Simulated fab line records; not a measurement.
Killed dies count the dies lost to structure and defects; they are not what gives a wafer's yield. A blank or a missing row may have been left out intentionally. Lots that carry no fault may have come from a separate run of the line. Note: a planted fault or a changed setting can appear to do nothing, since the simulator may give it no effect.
Matching of chambers    flow ritCmos    RIT_GATE_ETCH_19 on rieSi-01 has 4 sister chambers
The step etches poly-Si in SF6/CHF3/O2, stops on SiO2, time 165 s, target depth 312.5 nm. 16 wafers are shown with their chamber, then 8 later ones without.

== WAFERS, EACH WITH ITS CHAMBER ==
wafer   chamber  throttleValvePct (%)  oesProductAu (a.u.)  runLengthS (s)
L706.1  0        10.24                 0.828                193.4
L706.2  3        10.16                 0.859                193.4
L706.6  0        10.25                 0.817                193.3
L708.2  1        10.27                 0.834                193.4
L708.4  2        10.30                 0.820                193.5
L708.6  3        10.15                 0.840                193.1
L710.1  0        10.24                 0.836                193.2
L710.2  1        10.27                 0.834                193.1
L710.4  2        10.28                 0.817                193.6
L720.1  0        10.25                 0.829                193.2
L720.3  2        10.30                 0.819                193.3
L720.4  1        10.28                 0.840                193.0
L722.3  2        10.28                 0.813                193.0
L722.5  0        10.26                 0.837                193.3
L722.6  3        10.16                 0.848                193.5
L724.4  1        10.26                 0.838                193.0

SIGNATURES, as means of the wafers listed above
reading           chamber 0  chamber 1  chamber 2  chamber 3  scatter within a chamber
throttleValvePct  10.2480    10.2700    10.2900    10.1567    0.00888
oesProductAu      0.82940    0.83650    0.81725    0.84900    0.00642
runLengthS        193.280    193.125    193.350    193.333    0.19
Rule: a wafer lies at a distance from a chamber equal to the root of the sum of squares, over the readings, of (its reading less the chamber's mean, divided by the reading's scatter). If the next closest chamber is less than 2 further off than the closest, the wafer can't be placed; otherwise it belongs to the closest. The scatter: the root of (the sum of the squares of (reading less its chamber's mean) over the shown wafers, divided by (wafers less chambers)).

== WAFERS MISSING THEIR CHAMBER ==
wafer   throttleValvePct (%)  oesProductAu (a.u.)  runLengthS (s)
L724.5  10.30                 0.807                192.9
L724.6  10.27                 0.832                193.3
L726.2  10.16                 0.860                193.5
L726.3  10.24                 0.828                193.2
L726.5  10.25                 0.824                193.3
L728.1  10.16                 0.856                193.0
L728.3  10.30                 0.827                193.0
L728.5  10.29                 0.828                193.0

== WHICH CHAMBER EACH WENT THROUGH ==
wafer   from the rows above      in truth
L724.5  2                        2
L724.6  can't be placed: 1 or 0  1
L726.2  3                        3
L726.3  0                        0
L726.5  0                        0
L728.1  3                        3
L728.3  can't be placed: 2 or 1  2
L728.5  can't be placed: 2 or 1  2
Placed correctly: 5 of 8. Cannot be placed on the basis of these rows: 3; the candidates contain the true chamber in 3. Wrongly placed: 0.
